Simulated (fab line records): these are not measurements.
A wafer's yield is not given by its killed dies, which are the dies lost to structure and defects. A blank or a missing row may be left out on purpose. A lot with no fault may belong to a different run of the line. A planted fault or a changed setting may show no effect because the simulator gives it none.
Check for tools in common | flow rit-cmos | Sampled: 14 lots, 42 wafers

WHY IT WAS OPENED
Of 14 lots, 2 have the reading PSD_TW flagged at RIT_PSD_TW_MEAS_10. Fault-free wafers read 3437, with a standard deviation of 24.
Rule: a lot is flagged in two cases, either no wafer of it has a number, or all its wafers with numbers fall more than 4 standard deviations from that mean. As for the other lots, they are considered sound.

lot  | measured    | on            | PSD_TW, wafer by wafer | flag
L965 | day 3 12:23 | film-metro-03 | 3452 3465 3455         |
L966 | day 3 20:14 | film-metro-03 | 3435 3457 3457         |
L968 | day 4 09:25 | film-metro-04 | 3429 3435 3439         |
L969 | day 4 11:08 | film-metro-03 | 3429 3415 3433         |
L971 | day 4 19:26 | film-metro-03 | 3464 3445 3455         |
L973 | day 5 08:08 | film-metro-04 | 3654 3631 3634         | FLAGGED
L974 | day 5 13:18 | film-metro-03 | 3669 3659 3673         | FLAGGED
L979 | day 6 09:43 | film-metro-02 | 3392 3415 3396         |
L980 | day 6 15:16 | film-metro-04 | 3478 3463 3471         |
L982 | day 7 05:20 | film-metro-02 | 3398 3407 3424         |
L983 | day 7 10:37 | film-metro-03 | 3429 3446 3419         |
L984 | day 7 11:59 | film-metro-03 | 3441 3442 3456         |
L985 | day 7 17:32 | film-metro-02 | 3403 3421 3420         |
L986 | day 8 02:01 | film-metro-02 | 3426 3431 3409         |
Average over the flagged lots: 3653; offset from the usual +216, equal to +9 standard deviations.

WHICH TOOL EACH LOT WENT THROUGH
The record keeps 1 process step preceding the reading, out of 202 steps on the route. Every cell lists first the tool, next ch and the chambers used by the sampled wafers, and last the start.
lot  | flag    | RIT_NSD_COAT_01
L965 |         | litho-track-02 ch 0, day 3 09:38
L966 |         | litho-track-04 ch 0, day 3 17:31
L968 |         | litho-track-02 ch 0, day 4 06:25
L969 |         | litho-track-04 ch 0, day 4 08:31
L971 |         | litho-track-01 ch 0, day 4 16:35
L973 | FLAGGED | litho-track-02, day 5 05:15
L974 | FLAGGED | litho-track-02, day 5 10:32
L979 |         | litho-track-02 ch 0, day 6 07:00
L980 |         | litho-track-02 ch 0, day 6 12:30
L982 |         | litho-track-01 ch 0, day 7 02:29
L983 |         | litho-track-04 ch 0, day 7 07:50
L984 |         | litho-track-01 ch 0, day 7 09:10
L985 |         | litho-track-04 ch 0, day 7 14:40
L986 |         | litho-track-02 ch 0, day 7 23:13
What is done by these steps:
- RIT_NSD_COAT_01: resist thk 1000 nm.
- RIT_PSD_TW_MEAS_10

FLAGGED AGAINST TOTAL, ONE TOOL AT A TIME (gauges that did the reading follow at the end)
step               | tool           | lots run | flagged | share of the flagged lots | sound lots run after its first flagged lot
RIT_NSD_COAT_01    | litho-track-01 | 3        | 0       | none                      | -
RIT_NSD_COAT_01    | litho-track-02 | 7        | 2       | all                       | 3 (L979,L980,L986)
RIT_NSD_COAT_01    | litho-track-04 | 4        | 0       | none                      | -
RIT_PSD_TW_MEAS_10 | film-metro-02  | 4        | 0       | none                      | -
RIT_PSD_TW_MEAS_10 | film-metro-03  | 7        | 1       | some                      | 2 (L983,L984)
RIT_PSD_TW_MEAS_10 | film-metro-04  | 3        | 1       | some                      | 1 (L980)

WHAT IS ALLOWED BY THE TABLE
Rows of the table that ran each flagged lot: 1, that is litho-track-02 at RIT_NSD_COAT_01.
- litho-track-02 at RIT_NSD_COAT_01: 2 of its 7 lots flagged. Sound lots ran on it after the first flagged one (L979, L980, L986), which a lasting fault on the whole tool wouldn't allow. On the flagged lots its readings are blank where sound lots have values: chill-plate-temp-C, dispense-pressure-kPa.
Not one row of the table ran every flagged lot while running no sound lot after the first.

WHAT HAD BEEN PUT IN BY THE SIMULATOR
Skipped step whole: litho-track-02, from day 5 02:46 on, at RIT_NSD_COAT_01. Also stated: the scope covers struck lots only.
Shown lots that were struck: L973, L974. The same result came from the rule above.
